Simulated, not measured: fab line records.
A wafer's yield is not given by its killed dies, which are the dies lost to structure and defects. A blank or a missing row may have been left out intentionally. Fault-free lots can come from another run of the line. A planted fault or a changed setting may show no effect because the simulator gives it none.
Split-lot trial :: flow rit cmos :: 5 lots, 23 wafers read, on a route of 202 steps

SPLIT DETAILS
At RIT_ACTIVE_HARDBAKE_12 (time 60 s), the setting temp c was moved away from the recipe's 140 C on 7 of the 23 wafers read, by -2.9% to -2.0%. For the rest of the wafers, this setting stayed at what the recipe calls for.

The reading is taken at the split's own step.

THE READING
NOVOLAK_of_ACTIVE_COAT_06.thk nm (the simulator's own value, which no gauge read), in nm, at RIT_ACTIVE_HARDBAKE_12 (time 60 s). The file does not state a usual value for it. Here, 16 wafers ran the recipe; their average is 882.0 nm with a standard deviation of 3.2 nm.

wafer: L074.1
tool, chamber at the split: litho track-04, 0
temp c as run, C: 140
against the recipe: recipe
NOVOLAK_of_ACTIVE_COAT_06.thk nm, nm: 882.7
against lot-mates on the recipe: -

wafer: L074.2
tool, chamber at the split: litho track-04, 0
temp c as run, C: 136
against the recipe: -2.9%
NOVOLAK_of_ACTIVE_COAT_06.thk nm, nm: 891.5
against lot-mates on the recipe: +9.0

wafer: L074.3
tool, chamber at the split: litho track-04, 0
temp c as run, C: 136
against the recipe: -2.9%
NOVOLAK_of_ACTIVE_COAT_06.thk nm, nm: 888.6
against lot-mates on the recipe: +6.1

wafer: L074.4
tool, chamber at the split: litho track-04, 0
temp c as run, C: 140
against the recipe: recipe
NOVOLAK_of_ACTIVE_COAT_06.thk nm, nm: 885
against lot-mates on the recipe: -

wafer: L074.6
tool, chamber at the split: litho track-04, 0
temp c as run, C: 140
against the recipe: recipe
NOVOLAK_of_ACTIVE_COAT_06.thk nm, nm: 879.7
against lot-mates on the recipe: -

wafer: L076.2
tool, chamber at the split: litho track-03, 0
temp c as run, C: 140
against the recipe: recipe
NOVOLAK_of_ACTIVE_COAT_06.thk nm, nm: 886.5
against lot-mates on the recipe: -

wafer: L076.4
tool, chamber at the split: litho track-03, 0
temp c as run, C: 140
against the recipe: recipe
NOVOLAK_of_ACTIVE_COAT_06.thk nm, nm: 884
against lot-mates on the recipe: -

wafer: L076.6
tool, chamber at the split: litho track-03, 0
temp c as run, C: 140
against the recipe: recipe
NOVOLAK_of_ACTIVE_COAT_06.thk nm, nm: 882.9
against lot-mates on the recipe: -

wafer: L078.1
tool, chamber at the split: litho track-04, 0
temp c as run, C: 140
against the recipe: recipe
NOVOLAK_of_ACTIVE_COAT_06.thk nm, nm: 879.2
against lot-mates on the recipe: -

wafer: L078.2
tool, chamber at the split: litho track-04, 0
temp c as run, C: 140
against the recipe: recipe
NOVOLAK_of_ACTIVE_COAT_06.thk nm, nm: 880.2
against lot-mates on the recipe: -

wafer: L078.3
tool, chamber at the split: litho track-04, 0
temp c as run, C: 137.2
against the recipe: -2.0%
NOVOLAK_of_ACTIVE_COAT_06.thk nm, nm: 884
against lot-mates on the recipe: +4.3

wafer: L078.4
tool, chamber at the split: litho track-04, 0
temp c as run, C: 137.2
against the recipe: -2.0%
NOVOLAK_of_ACTIVE_COAT_06.thk nm, nm: 886
against lot-mates on the recipe: +6.3

wafer: L078.5
tool, chamber at the split: litho track-04, 0
temp c as run, C: 137.2
against the recipe: -2.0%
NOVOLAK_of_ACTIVE_COAT_06.thk nm, nm: 885.3
against lot-mates on the recipe: +5.6

wafer: L079.1
tool, chamber at the split: litho track-03, 0
temp c as run, C: 136.4
against the recipe: -2.6%
NOVOLAK_of_ACTIVE_COAT_06.thk nm, nm: 892.5
against lot-mates on the recipe: +6.7

wafer: L079.2
tool, chamber at the split: litho track-03, 0
temp c as run, C: 140
against the recipe: recipe
NOVOLAK_of_ACTIVE_COAT_06.thk nm, nm: 886.5
against lot-mates on the recipe: -

wafer: L079.4
tool, chamber at the split: litho track-03, 0
temp c as run, C: 136.4
against the recipe: -2.6%
NOVOLAK_of_ACTIVE_COAT_06.thk nm, nm: 890.1
against lot-mates on the recipe: +4.3

wafer: L079.5
tool, chamber at the split: litho track-03, 0
temp c as run, C: 140
against the recipe: recipe
NOVOLAK_of_ACTIVE_COAT_06.thk nm, nm: 885.9
against lot-mates on the recipe: -

wafer: L079.6
tool, chamber at the split: litho track-03, 0
temp c as run, C: 140
against the recipe: recipe
NOVOLAK_of_ACTIVE_COAT_06.thk nm, nm: 884.9
against lot-mates on the recipe: -

wafer: L083.1
tool, chamber at the split: litho track-04, 0
temp c as run, C: 140
against the recipe: recipe
NOVOLAK_of_ACTIVE_COAT_06.thk nm, nm: 878.5
against lot-mates on the recipe: -

wafer: L083.2
tool, chamber at the split: litho track-04, 0
temp c as run, C: 140
against the recipe: recipe
NOVOLAK_of_ACTIVE_COAT_06.thk nm, nm: 877
against lot-mates on the recipe: -

wafer: L083.3
tool, chamber at the split: litho track-04, 0
temp c as run, C: 140
against the recipe: recipe
NOVOLAK_of_ACTIVE_COAT_06.thk nm, nm: 878.4
against lot-mates on the recipe: -

wafer: L083.4
tool, chamber at the split: litho track-04, 0
temp c as run, C: 140
against the recipe: recipe
NOVOLAK_of_ACTIVE_COAT_06.thk nm, nm: 882.7
against lot-mates on the recipe: -

wafer: L083.5
tool, chamber at the split: litho track-04, 0
temp c as run, C: 140
against the recipe: recipe
NOVOLAK_of_ACTIVE_COAT_06.thk nm, nm: 878
against lot-mates on the recipe: -

FIT RESULTS
A straight line over all 23 wafers: NOVOLAK_of_ACTIVE_COAT_06.thk nm changes by -2.74 nm for each +1% of temp c; r = -0.73; the points scatter about the line by 3.1 nm.
The same after taking each lot's own level away (the mean of its wafers on the recipe; 23 wafers): -2.5 nm for each +1%; r = -0.88; scatter 1.6 nm.
On that fit, the largest move of temp c shifts the reading by 7.2 nm.
The lots' own levels span 878.92 to 885.77 nm, that is 2.2 times the standard deviation above.
So the lot-to-lot level blurs the effect unless lot-mates are compared.
Check: with one of the wafers moved furthest among these (-2.9%) left out of the fit, the line predicts +6.7 nm for it against its lot-mates. Against them it came out at +9.03 nm.

THESE WAFERS: OTHER SPLITS
Note: prior to the reading, these wafers also went through further splits. Each is held against what the fit with the lots' levels taken away leaves over:
other split on the same wafers: RIT_ACTIVE_CVD_03 temp c
wafers away from the commonest value: 10
r with NOVOLAK_of_ACTIVE_COAT_06.thk nm (lot level and that fit taken away): +0.04

THE FILE'S OWN FIT
NOVOLAK_of_ACTIVE_COAT_06.thk nm changes by -2.48 nm for each +1% of temp c, r = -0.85.
